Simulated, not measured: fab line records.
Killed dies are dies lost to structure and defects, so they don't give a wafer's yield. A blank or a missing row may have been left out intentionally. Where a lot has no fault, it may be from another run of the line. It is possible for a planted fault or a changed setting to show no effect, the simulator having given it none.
fab line records	flow ritCmos
record: lots: 5	wafers: 13	lastDay: 7
route steps=202 shown SILICIDE@167 CONTACT@168 M1@202
lots untouched by any fault: they come from a run of this same line in which no faults occurred
startH: hours from the record's first day to the start of the lot's first wafer shown	waitH: how many hours have passed since the lot's step before this one	" same as the row above	L1.1+2: several wafers, shown together as one row	- no value, or no start given	* or withheld: withheld	< > ~ a bound
route shown NAME@n: NAME is a module with steps in the file, n the number in the route of the first one	usual: average and standard deviation across the fault-free wafers	same: alike in all rows	chamber/n: place in a boat	sites: the reading at each site	_std_site: standard deviation across them	_edge_site: the outer-site mean with the inner-site mean subtracted	radiusMm: how far each site lies from the wafer's centre	mask NAME#n: copy n	behind: the most recent tool/chamber to have shaped the wafer	hold: why the lot went on hold/how many hours it stayed there/how the hold came to an end	device: the transistor (n, p or np) that didn't switch	end of line: the same wafers' tests at the end of the route	step lacking rows: just its recipe	killed: the dies lost at the first sort to structure and to defects; this is not the yield of the wafer	map: a wafer's dies, marking killed ones x, the rest . and places with no die _
set.NAME: the setting the step ran with; set.NAME@STEP: the setting that earlier step ran with	model.NAME: the simulator's own value behind a step, which no gauge read
certain route steps with their lots: each step a table, each wafer a row
services: when a tool's chamber went out of use (startH, in hours from the record's first day, below 0 if earlier), for how many hours, and the reason
== steps ==
step: RIT_SILICIDE_RTA_06
recipe: tempC: 750	timeS: 10	idleTempC: 25	rampUpS: 5	rampDownS: 10	coolToC: 25	ambient: N2
usual: wafer_temp_C_max: 753.6/0.73
lot.wafer	tool	chamber	startH	waitH	wafer_temp_C_max
L323.3	rtpAnneal-01	0	54.80	0.0	753.8
L323.5	"	0	"	"	752.8
L323.6	"	0	"	"	752.8
L331.1	rtpAnneal-01	0	97.06	0.0	753.3
L331.4	"	0	"	"	752.3
L331.5	"	0	"	"	753.0
L341.2	rtpAnneal-01	0	146.34	0.0	753.4
L343.2	rtpAnneal-01	0	156.08	0.0	752.8
L343.4	"	0	"	"	753.6
L343.6	"	0	"	"	753.1
L345.2	rtpAnneal-01	0	163.29	0.0	752.3
L345.3	"	0	"	"	753.4
L345.4	"	0	"	"	753.8
step: RIT_CONTACT_CVD_00
recipe: material: SiO2	targetThkNm: 400	precursor: TEOS	tempC: 390	timeS: 61	rfW: 400
usual: heaterPowerW: 314/49
lot.wafer	tool	chamber	startH	waitH	heaterPowerW
L323.3	pecvd-04	2	54.85	0.0	263
L323.5	"	0	"	"	341
L323.6	"	2	"	"	289
L331.1	pecvd-04	0	97.13	0.1	308
L331.4	"	0	"	"	343
L331.5	"	1	"	"	373
L341.2	pecvd-03	2	146.39	0.0	268
L343.2	pecvd-04	2	156.13	0.0	337
L343.4	"	2	"	"	258
L343.6	"	0	"	"	318
L345.2	pecvd-02	1	163.35	0.0	354
L345.3	"	0	"	"	292
L345.4	"	1	"	"	258
step: RIT_CONTACT_THK_MEAS_01
recipe: reads: SiO2_of_CONTACT_CVD_00
usual: CONTACT_TEOS_THK: 400/4.4
lot.wafer	tool	chamber	startH	waitH	CONTACT_TEOS_THK[nm]
L323.3	filmMetro-02	-	54.92	0.0	401
L323.5	"	-	"	"	406
L323.6	"	-	"	"	405
L331.1	filmMetro-03	-	97.18	0.0	391
L331.4	"	-	"	"	394
L331.5	"	-	"	"	401
L341.2	filmMetro-02	-	146.45	0.0	400
L343.2	filmMetro-02	-	156.19	0.0	398
L343.4	"	-	"	"	403
L343.6	"	-	"	"	404
L345.2	filmMetro-02	-	163.41	0.0	396
L345.3	"	-	"	"	401
L345.4	"	-	"	"	406
step: RIT_CONTACT_HMDS_02
recipe: primeTimeS: 60	primeTempC: 140
step: RIT_CONTACT_COAT_03
recipe: resist: NOVOLAK	spinRpm: 3250	resistThkNm: 1000
step: RIT_CONTACT_SOFTBAKE_04
recipe: resist: NOVOLAK	tempC: 90	timeS: 60
step: RIT_CONTACT_EXPOSE_05
recipe: maskId: M11	na: 0.6	sourceShape: conventional	sigmaOuter: 0.5	targetCdNm: 1000	doseMj: 250
step: RIT_CONTACT_PEB_06
recipe: resist: NOVOLAK	tempC: withheld	timeS: withheld
step: RIT_CONTACT_DEVELOP_07
recipe: resist: NOVOLAK	developTimeS: 120	devTempC: 23.94
step: RIT_CONTACT_CD_MEAS_08
recipe: targetCdNm: 1000
usual: cdNm: 999.9/2.1
lot.wafer	tool	chamber	startH	waitH	cdNm
L323.3	cdSem-02	-	55.97	-	1000.7
L323.5	"	-	"	"	1001.0
L323.6	"	-	"	"	1001.5
L331.1	cdSem-01	-	98.33	-	1000.0
L331.4	"	-	"	"	1001.1
L331.5	"	-	"	"	1001.3
L341.2	cdSem-02	-	147.49	-	1002.8
L343.2	cdSem-02	-	157.42	-	997.4
L343.4	"	-	"	"	999.5
L343.6	"	-	"	"	996.1
L345.2	cdSem-02	-	164.44	-	1005.8
L345.3	"	-	"	"	1006.3
L345.4	"	-	"	"	1004.8
step: RIT_CONTACT_OVL_MEAS_09
usual: CONTACT_OVL: -0.3/1.4
lot.wafer	tool	chamber	startH	waitH	CONTACT_OVL[nm]
L323.3	overlay-01	-	56.06	0.1	1.9
L323.5	"	-	"	"	1.9
L323.6	"	-	"	"	2.8
L331.1	overlay-02	-	98.45	0.1	-1.9
L331.4	"	-	"	"	-1.0
L331.5	"	-	"	"	0.3
L341.2	overlay-01	-	147.59	0.1	-0.3
L343.2	overlay-01	-	157.52	0.1	-1.4
L343.4	"	-	"	"	-0.9
L343.6	"	-	"	"	0.5
L345.2	overlay-01	-	164.55	0.1	-1.8
L345.3	"	-	"	"	-1.4
L345.4	"	-	"	"	-1.0
step: RIT_CONTACT_HARDBAKE_10
recipe: resist: NOVOLAK	tempC: 140	timeS: 60
step: RIT_CONTACT_ETCH_11
recipe: targetDepthA: 4800	overEtchFrac: 0.2	stopOn: TiSi2	chemistry: CHF3/CF4/Ar	target: SiO2	CHF3_flow_sccm: 50	cf4FlowSccm: 10	Ar_flow_sccm: 100	O2_flow_sccm: 5	pressureMtorr: 100	rfW: 200	timeS: 320
usual: O2_flow_sccm: 5.001/0.015	drypumpMotorCurrentA: 5.5/0.36	oesProductAu: 0.993/0.014	overEtchFrac: 0.2/0	throttleValvePct: 8.84/0.13
lot.wafer	tool	chamber	startH	waitH	O2_flow_sccm	drypumpMotorCurrentA	oesProductAu	overEtchFrac	rfHoursCounterH	throttleValvePct	model.NOVOLAK_of_CONTACT_COAT_03.thkNm
L323.3	rieDiel-04	2	56.23	0.1	5.021	5.1	0.983	0.2	1	8.92	769.5
L323.5	"	0	"	"	5.007	5.4	0.973	0.2	-	8.63	766.9
L323.6	"	1	"	"	5.029	5.0	1.033	0.2	-	8.67	771.3
L331.1	rieDiel-03	0	98.78	0.1	5.010	6.0	0.980	0.2	148	9.06	775.3
L331.4	"	2	"	"	5.019	5.5	0.983	0.2	20	8.90	771.1
L331.5	"	1	"	"	4.986	5.6	0.998	0.2	-	8.98	772.7
L341.2	rieDiel-03	0	147.81	0.1	5.031	6.0	0.977	0.4022	149	9.03	748.4
L343.2	rieDiel-02	0	157.70	0.1	5.011	6.3	0.999	0.2	49	8.64	771.3
L343.4	"	2	"	"	5.018	5.0	0.986	0.2	-	8.81	770.3
L343.6	"	0	"	"	5.003	6.4	0.995	0.2	-	8.64	772.5
L345.2	rieDiel-03	1	164.73	0.1	5.012	5.5	1.005	0.2	61	8.98	767.5
L345.3	"	2	"	"	4.984	5.5	0.983	0.2	-	8.89	766.7
L345.4	"	1	"	"	4.992	5.6	0.997	0.2	-	8.99	768.5
step: RIT_CONTACT_STRIP_12
recipe: chemistry: O2	timeS: 180	resist: NOVOLAK	platenTempC: withheld	powerW: 500	pressureMtorr: 4000	o2FlowSccm: 4000
usual: drypumpMotorCurrentA: 5.9/0.33
lot.wafer	tool	chamber	startH	waitH	drypumpMotorCurrentA	rfHoursCounterH
L323.3	plasmaAsher-04	1	56.49	0.2	5.9	-
L323.5	"	1	"	"	5.9	-
L323.6	"	0	"	"	5.4	-
L331.1	plasmaAsher-02	1	98.97	0.1	5.5	47
L331.4	"	0	"	"	6.2	-
L331.5	"	0	"	"	6.2	-
L341.2	plasmaAsher-03	1	148.01	0.1	5.9	34
L343.2	plasmaAsher-03	0	157.90	0.1	6.3	36
L343.4	"	0	"	"	6.3	-
L343.6	"	1	"	"	5.8	-
L345.2	plasmaAsher-04	1	165.02	0.2	5.9	51
L345.3	"	1	"	"	5.9	-
L345.4	"	0	"	"	5.4	-
step: RIT_M1_PROBE_99
usual: killedAtFrontEnd: 7/3.4	killedDies: 7/3.4	killedOpen: 3.4/2	killedShort: 3.6/2.1
same: grossDies: 264	killed_at_M0_to_M3: 0	killed_at_M4_up: 0	killedAtBackSide: 0	killedAtContacts: 0	killedAtOther: 0
lot.wafer	tool	chamber	startH	waitH	killedAtFrontEnd	killedDies	killedOpen	killedShort	model.etest.nmos_0p3.rOnOhmUm	model.etest.pwell.rsOhmSq	model.etest.pwellPinched.rsOhmSq	model.etest.nmos_0p3.driveUaUm	model.etest.npolyLine.lineOhmUm	model.etest.ppolyLine.lineOhmUm	model.etest.npolyLine.widthNm	model.etest.ppolyLine.widthNm
L323.3	prober-01	-	61.38	0.2	5	5	4	1	2205	414.4	462.5	216.7	175.4	167.9	100.4	101.5
L323.5	prober-01	-	61.48	0.2	10	10	4	6	2246	413.2	460.8	213.8	172.8	167	102.1	103
L323.6	prober-01	-	61.53	0.2	3	3	1	2	2153	418	456.2	217.9	171.9	161.6	102.8	103.3
L331.1	prober-02	-	103.77	0.1	3	3	1	2	2115	417.2	459.7	229.9	177	170.4	99.73	100.9
L331.4	prober-02	-	103.92	0.2	8	8	2	6	2110	410.5	453.6	235.2	175.9	173.1	100.7	101.9
L331.5	prober-02	-	103.97	0.2	3	3	1	2	2132	415.9	462.7	231.7	181	173.5	98.84	99.46
L341.2	prober-02	-	152.79	0.1	2	2	1	1	2288	489.4	477.6	200.2	183.3	173.7	97.96	98.6
L343.2	prober-02	-	162.62	0.1	4	4	2	2	2112	416.8	460.9	233.3	170.9	163.3	103.5	105.3
L343.4	prober-02	-	162.72	0.2	6	6	4	2	2135	418	458.3	225.1	171.7	165.2	103.2	104.1
L343.6	prober-02	-	162.82	0.2	8	8	4	4	2134	414.6	458.2	230.9	171.6	163.7	103.3	104
L345.2	prober-02	-	170.04	0.1	14	14	6	8	2159	412.1	467.3	222.5	167.3	161.6	105.5	105.9
L345.3	prober-02	-	170.09	0.2	8	8	3	5	2205	411.1	461.9	218.9	162.3	156.6	108.4	109.4
L345.4	prober-02	-	170.14	0.2	5	5	2	3	2223	414.6	465.8	217.1	160.4	155	110.3	111.3
killed by level:class
L323.3 GATE:geometricParticle:open=2 FOX2:geometricParticle:open=1 GATE:geometricParticle:short=1 REOX:geometricParticle:open=1
L323.5 GATE:geometricParticle:short=2 FOX1:geometricParticle:short=1 FOX2:geometricParticle:open=1 FOX2:geometricParticle:short=1 REOX:geometricParticle:open=1 SPACER:geometricParticle:short=1 SPACER:geometricParticle:open=1 SILICIDE:geometricParticle:short=1
L323.6 FOX1:geometricParticle:short=1 GATE:geometricParticle:short=1 SPACER:geometricParticle:open=1
L331.1 FOX1:geometricParticle:open=1 GATE:geometricParticle:short=1 REOX:geometricParticle:short=1
L331.4 GATE:geometricParticle:short=3 FOX2:geometricParticle:open=1 GATE:geometricParticle:open=1 REOX:geometricParticle:short=1 SPACER:geometricParticle:short=1 SILICIDE:geometricParticle:short=1
L331.5 GATE:geometricParticle:short=1 GATE:geometricParticle:open=1 SILICIDE:geometricParticle:short=1
L341.2 GATE:geometricParticle:open=1 GATE:geometricParticle:short=1
L343.2 REOX:geometricParticle:short=2 FOX1:geometricParticle:open=1 FOX2:geometricParticle:open=1
L343.4 SPACER:geometricParticle:open=2 FOX1:geometricParticle:open=1 FOX2:geometricParticle:short=1 GATE:geometricParticle:short=1 REOX:geometricParticle:open=1
L343.6 REOX:geometricParticle:open=3 SPACER:geometricParticle:short=2 FOX2:geometricParticle:short=1 FOX2:geometricParticle:open=1 REOX:geometricParticle:short=1
L345.2 GATE:geometricParticle:short=3 SPACER:geometricParticle:open=3 GATE:geometricParticle:open=2 REOX:geometricParticle:short=2 FOX1:geometricParticle:short=1 FOX1:geometricParticle:open=1 FOX2:geometricParticle:short=1 SILICIDE:geometricParticle:short=1
L345.3 SPACER:geometricParticle:short=3 GATE:geometricParticle:open=2 GATE:geometricParticle:short=2 REOX:geometricParticle:open=1
L345.4 FOX2:geometricParticle:short=1 FOX2:geometricParticle:open=1 GATE:geometricParticle:open=1 GATE:geometricParticle:short=1 SPACER:geometricParticle:short=1
== services ==
tool	chamber	startH	hours	kind
pecvd-02	1	35.23	3.0	repair
plasmaAsher-04	-	46.52	3.4	repair
plasmaAsher-02	-	52.80	3.8	repair
rieDiel-02	-	55.07	14.6	pm
plasmaAsher-04	-	59.29	5.9	repair
plasmaAsher-04	-	68.83	0.6	repair
pecvd-02	-	76.38	1.7	repair
pecvd-02	-	79.45	6.0	pm
rieDiel-03	-	82.43	2.8	pm
rieDiel-04	3	82.90	-	clean
rieDiel-04	-	86.55	2.8	pm
plasmaAsher-03	-	101.48	7.2	repair
pecvd-03	2	103.26	7.2	repair
rieDiel-03	-	106.56	2.4	repair
rieDiel-02	0	107.41	2.8	repair
rieDiel-02	2	109.11	2.0	repair
pecvd-03	0	110.34	4.6	repair
rieDiel-04	2	125.93	1.5	repair
pecvd-02	0	151.60	5.6	repair
pecvd-04	-	157.92	5.5	pm
rieDiel-02	3	160.69	3.3	repair
rieDiel-04	-	161.56	14.6	pm
rieDiel-03	0	162.11	-	clean
rieDiel-03	3	163.02	8.7	repair
== key ==
firstSign: step: RIT_CONTACT_ETCH_11	reading: overEtchFrac	direction: up	sigmas: 99+	usual: 0.2	struck: 0.4022
effect none on later readings
modelEffect: step: RIT_CONTACT_ETCH_11	value: NOVOLAK_of_CONTACT_COAT_03.thkNm	without: 767.9	struck: 748.4
modelEffect: step: RIT_M1_PROBE_99	value: etest.nmos_0p3.rOnOhmUm	without: 2201	struck: 2288
metAt RIT_CONTACT_ETCH_11
struckWafers L341.2
testerLeftOut L341
onsetBetween 98.78 147.81
earlierFault: kind: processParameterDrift	tool: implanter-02	chamber: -	onsetH: 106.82	steps: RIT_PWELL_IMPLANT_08	channel: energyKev	offset: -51	shape: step	endH: 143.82	actsIn: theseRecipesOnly	stated: 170
fault: kind: processParameterDrift	tool: rieDiel-03	chamber: 0	onsetH: 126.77	steps: RIT_CONTACT_ETCH_11	channel: overEtchFrac	offset: 0.2022	shape: step	actsIn: theseRecipesOnly	stated: 0.2
testerLeftOut: of these lots the tester's yield and bins aren't shown, on N5 and GAA mostly nor the transistor test; their killed dies are dies lost to structure and defects alone, not to doping, threshold or leakage, so they don't give the yield
